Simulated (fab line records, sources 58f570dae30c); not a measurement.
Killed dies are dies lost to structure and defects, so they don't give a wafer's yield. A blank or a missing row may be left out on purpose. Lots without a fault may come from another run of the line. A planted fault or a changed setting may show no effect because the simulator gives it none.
Which tool did it? | flow berkeley_cmos170 | 12 lots, 36 wafers sampled, at 1 step of a route of 331

WHAT THE GAUGES READ, wafer by wafer
UCB170_PLDD_OVL_MEAS_07.
lot  | measured     | on         | PLDD_OVL (nm)
L074 | day 6 12:15  | overlay-01 | 6 5 2
L078 | day 7 09:29  | overlay-01 | 2 3 4
L079 | day 7 16:28  | overlay-02 | 6 3 1
L080 | day 8 03:17  | overlay-01 | 0 3 -2
L083 | day 8 07:07  | overlay-02 | -5 -10 -4
L085 | day 8 21:48  | overlay-01 | 5 -2 -6
L088 | day 9 04:23  | overlay-01 | -1 0 -2
L089 | day 9 15:58  | overlay-02 | -7 -4 -4
L092 | day 9 20:48  | overlay-02 | 1 -6 -1
L095 | day 10 15:33 | overlay-02 | -2 -1 1
L097 | day 10 16:06 | overlay-02 | -4 11 1
L093 | day 10 16:39 | overlay-02 | 2 1 1

WHICH TOOL RAN EACH LOT (tool, then ch and the chambers of the sampled wafers, then the start)
The record holds no process step before these readings.

THE ANSWER, worked out from the rows above alone
Rule: what is usual is taken from the lots themselves. Put in order of their means at a reading, lots are off if they are a third of the lots or fewer, leave a main group of 4 or more, and stand apart from it by a gap of 3 or more times the standard deviation of the main group's means; of several such gaps the widest counts. A main group whose means are all the same, to the digits that the tables above print for the reading, isn't used. A lot without any number at a reading at which 4 lots or more have one is off too. The other lots that the step has rows for count as sound.
No lot is off at any reading shown: from this, nothing can be told.

WHAT THE SIMULATOR HAD PUT IN
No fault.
